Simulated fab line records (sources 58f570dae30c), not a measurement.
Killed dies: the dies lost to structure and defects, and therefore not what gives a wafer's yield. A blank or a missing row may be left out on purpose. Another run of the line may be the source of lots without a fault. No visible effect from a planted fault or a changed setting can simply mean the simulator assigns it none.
Which tool did it? :: flow berkeleyCmos170 :: 42 wafers from 14 lots sampled at 6 of the route's 331 steps

== WHAT THE GAUGES READ, wafer by wafer ==
UCB170_NVT_OVL_MEAS_06.
lot: L606
measured: day 6 10:14
on: overlay-01
NVT_OVL (nm): 10 8 13

lot: L605
measured: day 6 08:30
on: overlay-02
NVT_OVL (nm): -6 -7 1

lot: L607
measured: day 6 20:19
on: overlay-01
NVT_OVL (nm): 10 10 7

lot: L608
measured: day 6 20:26
on: overlay-02
NVT_OVL (nm): 11 5 19

lot: L609
measured: day 7 16:17
on: overlay-02
NVT_OVL (nm): 4 9 3

lot: L610
measured: day 7 17:07
on: overlay-02
NVT_OVL (nm): -7 3 -6

lot: L615
measured: day 8 06:07
on: overlay-01
NVT_OVL (nm): -6 4 -3

lot: L614
measured: day 8 23:14
on: overlay-01
NVT_OVL (nm): 5 2 3

lot: L617
measured: day 8 05:56
on: overlay-01
NVT_OVL (nm): 4 -1 2

lot: L618
measured: day 8 05:23
on: overlay-01
NVT_OVL (nm): 8 13 4

lot: L619
measured: day 8 23:40
on: overlay-01
NVT_OVL (nm): 2 1 2

lot: L620
measured: day 8 23:23
on: overlay-02
NVT_OVL (nm): 7 12 11

lot: L622
measured: day 9 07:49
on: overlay-02
NVT_OVL (nm): -1 -4 -5

lot: L626
measured: day 10 17:40
on: overlay-01
NVT_OVL (nm): -3 5 -5

UCB170_PLDD_TW_MEAS_11.
lot: L606
measured: day 7 03:54
on: filmMetro-01
PLDD_TW: 1021 1017 1023

lot: L605
measured: day 7 03:19
on: filmMetro-01
PLDD_TW: 1016 1016 1020

lot: L607
measured: day 7 13:05
on: filmMetro-04
PLDD_TW: 1001 1009 1004

lot: L608
measured: day 7 12:58
on: filmMetro-01
PLDD_TW: 1017 1018 1019

lot: L609
measured: day 8 11:15
on: filmMetro-02
PLDD_TW: 1008 1006 1005

lot: L610
measured: day 8 11:13
on: filmMetro-01
PLDD_TW: 1020 1022 1016

lot: L615
measured: day 9 12:44
on: filmMetro-02
PLDD_TW: 1015 1013 1011

lot: L614
measured: day 9 20:38
on: filmMetro-04
PLDD_TW: 1009 1009 1011

lot: L617
measured: day 9 12:22
on: filmMetro-02
PLDD_TW: 1014 1009 1012

lot: L618
measured: day 9 12:37
on: filmMetro-02
PLDD_TW: 1010 1011 1011

lot: L619
measured: day 9 20:46
on: filmMetro-02
PLDD_TW: 989 985 978

lot: L620
measured: day 9 21:08
on: filmMetro-01
PLDD_TW: 1012 1017 1014

lot: L622
measured: day 10 02:12
on: filmMetro-01
PLDD_TW: 992 999 985

lot: L626
measured: day 11 13:22
on: filmMetro-02
PLDD_TW: 1008 1012 1006

UCB170_PSD_TW_MEAS_10.
lot: L606
measured: day 7 15:14
on: filmMetro-01
PSD_TW: 2337 2345 2363

lot: L605
measured: day 7 14:31
on: filmMetro-04
PSD_TW: 2318 2302 2314

lot: L607
measured: day 7 23:35
on: filmMetro-01
PSD_TW: 2348 2330 2356

lot: L608
measured: day 7 23:19
on: filmMetro-01
PSD_TW: 2357 2351 2348

lot: L609
measured: day 9 03:10
on: filmMetro-02
PSD_TW: 2330 2323 2329

lot: L610
measured: day 9 03:10
on: filmMetro-04
PSD_TW: 2323 2322 2326

lot: L615
measured: day 9 22:23
on: filmMetro-02
PSD_TW: 2345 2326 2332

lot: L614
measured: day 10 03:14
on: filmMetro-04
PSD_TW: 2322 2331 2328

lot: L617
measured: day 9 21:41
on: filmMetro-04
PSD_TW: 2331 2316 2327

lot: L618
measured: day 9 21:53
on: filmMetro-02
PSD_TW: 2321 2334 2353

lot: L619
measured: day 10 03:41
on: filmMetro-01
PSD_TW: 2360 2350 2336

lot: L620
measured: day 10 03:38
on: filmMetro-04
PSD_TW: 2314 2310 2301

lot: L622
measured: day 10 12:43
on: filmMetro-04
PSD_TW: 2330 2312 2307

lot: L626
measured: day 11 20:55
on: filmMetro-04
PSD_TW: 2325 2307 2317

UCB170_SDANNEAL_RS_MEAS_04: uses a four-point probe to measure.
lot: L606
measured: day 7 21:55
on: filmMetro-01
PLDD_RS (ohm/sq): 1032 1030 1032

lot: L605
measured: day 7 21:05
on: filmMetro-02
PLDD_RS (ohm/sq): 1030 1032 1033

lot: L607
measured: day 8 05:20
on: filmMetro-02
PLDD_RS (ohm/sq): 1034 1034 1033

lot: L608
measured: day 8 05:20
on: filmMetro-01
PLDD_RS (ohm/sq): 1035 1033 1031

lot: L609
measured: day 9 11:46
on: filmMetro-04
PLDD_RS (ohm/sq): 1036 1032 1031

lot: L610
measured: day 9 11:24
on: filmMetro-02
PLDD_RS (ohm/sq): 1028 1029 1029

lot: L615
measured: day 10 02:05
on: filmMetro-04
PLDD_RS (ohm/sq): 1029 1031 1030

lot: L614
measured: day 10 07:07
on: filmMetro-01
PLDD_RS (ohm/sq): 1031 1031 1033

lot: L617
measured: day 10 00:58
on: filmMetro-02
PLDD_RS (ohm/sq): 1029 1024 1026

lot: L618
measured: day 10 01:15
on: filmMetro-04
PLDD_RS (ohm/sq): 1032 1031 1031

lot: L619
measured: day 10 08:12
on: filmMetro-01
PLDD_RS (ohm/sq): 1110 1112 1110

lot: L620
measured: day 10 07:33
on: filmMetro-02
PLDD_RS (ohm/sq): 1034 1030 1032

lot: L622
measured: day 10 17:53
on: filmMetro-02
PLDD_RS (ohm/sq): 1105 1104 1106

lot: L626
measured: day 12 00:30
on: filmMetro-02
PLDD_RS (ohm/sq): 1033 1034 1034

== TOOL THAT RAN EACH LOT (tool first, then ch and the chambers of the sampled wafers, then the start) ==
lot: L606
UCB170_NWELL_STRIP_15: plasmaAsher-02 ch 0,1, day 3 08:47
UCB170_PLDD_IMPLANT_09: implanter-02 ch 0, day 7 03:39

lot: L605
UCB170_NWELL_STRIP_15: plasmaAsher-01 ch 1, day 3 09:17
UCB170_PLDD_IMPLANT_09: implanter-04 ch 0, day 7 03:04

lot: L607
UCB170_NWELL_STRIP_15: plasmaAsher-02 ch 1, day 3 19:11
UCB170_PLDD_IMPLANT_09: implanter-02 ch 0, day 7 12:50

lot: L608
UCB170_NWELL_STRIP_15: plasmaAsher-02 ch 0,1, day 3 19:19
UCB170_PLDD_IMPLANT_09: implanter-04 ch 0, day 7 12:43

lot: L609
UCB170_NWELL_STRIP_15: plasmaAsher-02 ch 0,1, day 4 05:23
UCB170_PLDD_IMPLANT_09: implanter-01 ch 0, day 8 11:02

lot: L610
UCB170_NWELL_STRIP_15: plasmaAsher-01 ch 0,1, day 4 05:37
UCB170_PLDD_IMPLANT_09: implanter-02 ch 0, day 8 10:59

lot: L615
UCB170_NWELL_STRIP_15: plasmaAsher-02 ch 0,1, day 5 04:10
UCB170_PLDD_IMPLANT_09: implanter-02 ch 0, day 9 12:31

lot: L614
UCB170_NWELL_STRIP_15: plasmaAsher-04 ch 0,1, day 5 04:15
UCB170_PLDD_IMPLANT_09: implanter-04 ch 0, day 9 20:25

lot: L617
UCB170_NWELL_STRIP_15: plasmaAsher-04 ch 0,1, day 5 06:37
UCB170_PLDD_IMPLANT_09: implanter-02 ch 0, day 9 12:08

lot: L618
UCB170_NWELL_STRIP_15: plasmaAsher-01 ch 0,1, day 5 06:47
UCB170_PLDD_IMPLANT_09: implanter-04 ch 0, day 9 12:22

lot: L619
UCB170_NWELL_STRIP_15: plasmaAsher-04 ch 0,1, day 5 14:19
UCB170_PLDD_IMPLANT_09: implanter-02 ch 0, day 9 20:32

lot: L620
UCB170_NWELL_STRIP_15: plasmaAsher-04 ch 0,1, day 5 15:22
UCB170_PLDD_IMPLANT_09: implanter-01 ch 0, day 9 20:53

lot: L622
UCB170_NWELL_STRIP_15: plasmaAsher-01 ch 0,1, day 6 02:44
UCB170_PLDD_IMPLANT_09: implanter-02 ch 0, day 10 01:57

lot: L626
UCB170_NWELL_STRIP_15: plasmaAsher-02 ch 0,1, day 7 02:14
UCB170_PLDD_IMPLANT_09: implanter-04 ch 0, day 11 13:07
- UCB170_NWELL_STRIP_15: strips in O2.
- UCB170_PLDD_IMPLANT_09

== AS READ BY THE TOOLS THEMSELVES (means over the sampled wafers that have a number; for cases with no such wafer, the mark the record gives instead) ==
UCB170_NWELL_STRIP_15.
lot: L606
tool: plasmaAsher-02
drypumpMotorCurrentA (A): 6.0
oesProductAu (a.u.): 0.720
stripTimeToEndpointS (s): 18.09

lot: L605
tool: plasmaAsher-01
drypumpMotorCurrentA (A): 6.6
oesProductAu (a.u.): 0.720
stripTimeToEndpointS (s): 17.97

lot: L607
tool: plasmaAsher-02
drypumpMotorCurrentA (A): 5.8
oesProductAu (a.u.): 0.722
stripTimeToEndpointS (s): 18.00

lot: L608
tool: plasmaAsher-02
drypumpMotorCurrentA (A): 5.9
oesProductAu (a.u.): 0.721
stripTimeToEndpointS (s): 18.01

lot: L609
tool: plasmaAsher-02
drypumpMotorCurrentA (A): 6.0
oesProductAu (a.u.): 0.721
stripTimeToEndpointS (s): 18.06

lot: L610
tool: plasmaAsher-01
drypumpMotorCurrentA (A): 6.2
oesProductAu (a.u.): 0.720
stripTimeToEndpointS (s): 18.00

lot: L615
tool: plasmaAsher-02
drypumpMotorCurrentA (A): 5.9
oesProductAu (a.u.): 0.718
stripTimeToEndpointS (s): 18.02

lot: L614
tool: plasmaAsher-04
drypumpMotorCurrentA (A): 6.4
oesProductAu (a.u.): 0.717
stripTimeToEndpointS (s): 17.94

lot: L617
tool: plasmaAsher-04
drypumpMotorCurrentA (A): 6.4
oesProductAu (a.u.): 0.721
stripTimeToEndpointS (s): 18.05

lot: L618
tool: plasmaAsher-01
drypumpMotorCurrentA (A): 6.2
oesProductAu (a.u.): 0.724
stripTimeToEndpointS (s): 18.04

lot: L619
tool: plasmaAsher-04
drypumpMotorCurrentA (A): 6.4
oesProductAu (a.u.): 0.724
stripTimeToEndpointS (s): 18.05

lot: L620
tool: plasmaAsher-04
drypumpMotorCurrentA (A): 6.4
oesProductAu (a.u.): 0.726
stripTimeToEndpointS (s): 17.91

lot: L622
tool: plasmaAsher-01
drypumpMotorCurrentA (A): 5.9
oesProductAu (a.u.): 0.720
stripTimeToEndpointS (s): 18.08

lot: L626
tool: plasmaAsher-02
drypumpMotorCurrentA (A): 5.9
oesProductAu (a.u.): 0.725
stripTimeToEndpointS (s): 18.12

UCB170_PLDD_IMPLANT_09.
lot: L606
tool: implanter-02
beamEnergyKeV: 9.997
beamOnS (s): 9.88
doseIonsCm2: 5.003e+13
faradayCurrentUA: 160

lot: L605
tool: implanter-04
beamEnergyKeV: 9.999
beamOnS (s): 10.15
doseIonsCm2: 4.999e+13
faradayCurrentUA: 156

lot: L607
tool: implanter-02
beamEnergyKeV: 9.996
beamOnS (s): 9.88
doseIonsCm2: 4.996e+13
faradayCurrentUA: 161

lot: L608
tool: implanter-04
beamEnergyKeV: 10.002
beamOnS (s): 9.77
doseIonsCm2: 5.004e+13
faradayCurrentUA: 162

lot: L609
tool: implanter-01
beamEnergyKeV: 10.003
beamOnS (s): 10.07
doseIonsCm2: 4.994e+13
faradayCurrentUA: 157

lot: L610
tool: implanter-02
beamEnergyKeV: 9.995
beamOnS (s): 10.19
doseIonsCm2: 4.995e+13
faradayCurrentUA: 155

lot: L615
tool: implanter-02
beamEnergyKeV: 10.000
beamOnS (s): 9.98
doseIonsCm2: 4.996e+13
faradayCurrentUA: 159

lot: L614
tool: implanter-04
beamEnergyKeV: 10.004
beamOnS (s): 10.03
doseIonsCm2: 4.998e+13
faradayCurrentUA: 158

lot: L617
tool: implanter-02
beamEnergyKeV: 10.001
beamOnS (s): 9.97
doseIonsCm2: 4.997e+13
faradayCurrentUA: 159

lot: L618
tool: implanter-04
beamEnergyKeV: 9.996
beamOnS (s): 10.02
doseIonsCm2: 4.998e+13
faradayCurrentUA: 159

lot: L619
tool: implanter-02
beamEnergyKeV: 10.000
beamOnS (s): 10.26
doseIonsCm2: 4.158e+13
faradayCurrentUA: 129

lot: L620
tool: implanter-01
beamEnergyKeV: 10.003
beamOnS (s): 9.85
doseIonsCm2: 4.995e+13
faradayCurrentUA: 161

lot: L622
tool: implanter-02
beamEnergyKeV: 10.002
beamOnS (s): 10.06
doseIonsCm2: 4.155e+13
faradayCurrentUA: 131

lot: L626
tool: implanter-04
beamEnergyKeV: 10.001
beamOnS (s): 9.99
doseIonsCm2: 5.006e+13
faradayCurrentUA: 159

== THE ANSWER, worked out from the rows above alone ==
Rule: usual is defined by the lots themselves. The widest of any qualifying gaps counts: lots, ordered by their means at a reading, are off when they make up no more than a third of the lots, leave a main group of 4 or more, and stand apart from it by 3 or more times the standard deviation of that group's means. A main group is skipped when, at the precision printed for the reading in the tables above, its means are all equal. A lot without any number at a reading at which 4 lots or more have one is off too. Any other lot the step has rows for is counted as sound. After the gauges, taken in route order, come the tools' own readings; for these a lot's mean is taken, as printed above. The first step at which some lot is off is used, and at that step the reading that is off furthest; a lot without a number counts as furthest.
Off: L619, L622, at UCB170_SDANNEAL_RS_MEAS_04 (PLDD_RS). The main group has a mean of 1031 ohm/sq with a standard deviation of 2.1.
A tool fits if, at a process step before that reading, it ran every lot that is off, and no sound lot after the first of them. The gauges at UCB170_SDANNEAL_RS_MEAS_04 aren't tried: what is off there is off at UCB170_PLDD_IMPLANT_09 too, on other tools, and a gauge's error can't cause that. One candidate fits, namely implanter-02 at UCB170_PLDD_IMPLANT_09. A fault onset in the window from L615 (day 9 12:31, its last sound lot) to L619 (day 9 20:32, its first lot off) fits.
The tool's own readings at UCB170_PLDD_IMPLANT_09 bear it out: on the lots that are off they differ by more than 5 times the standard deviation of the sound lots' means. doseIonsCm2 reads 4.156e+13 there against 4.998e+13 on the sound lots; faradayCurrentUA reads 130 there against 159 on the sound lots.

== WHAT THE SIMULATOR HAD INSERTED ==
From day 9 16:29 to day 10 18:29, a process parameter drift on implanter-02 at UCB170_PLDD_IMPLANT_09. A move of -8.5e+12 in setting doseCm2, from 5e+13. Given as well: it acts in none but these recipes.
Lots struck among those shown: L619, L622. Same finding as the rule above.
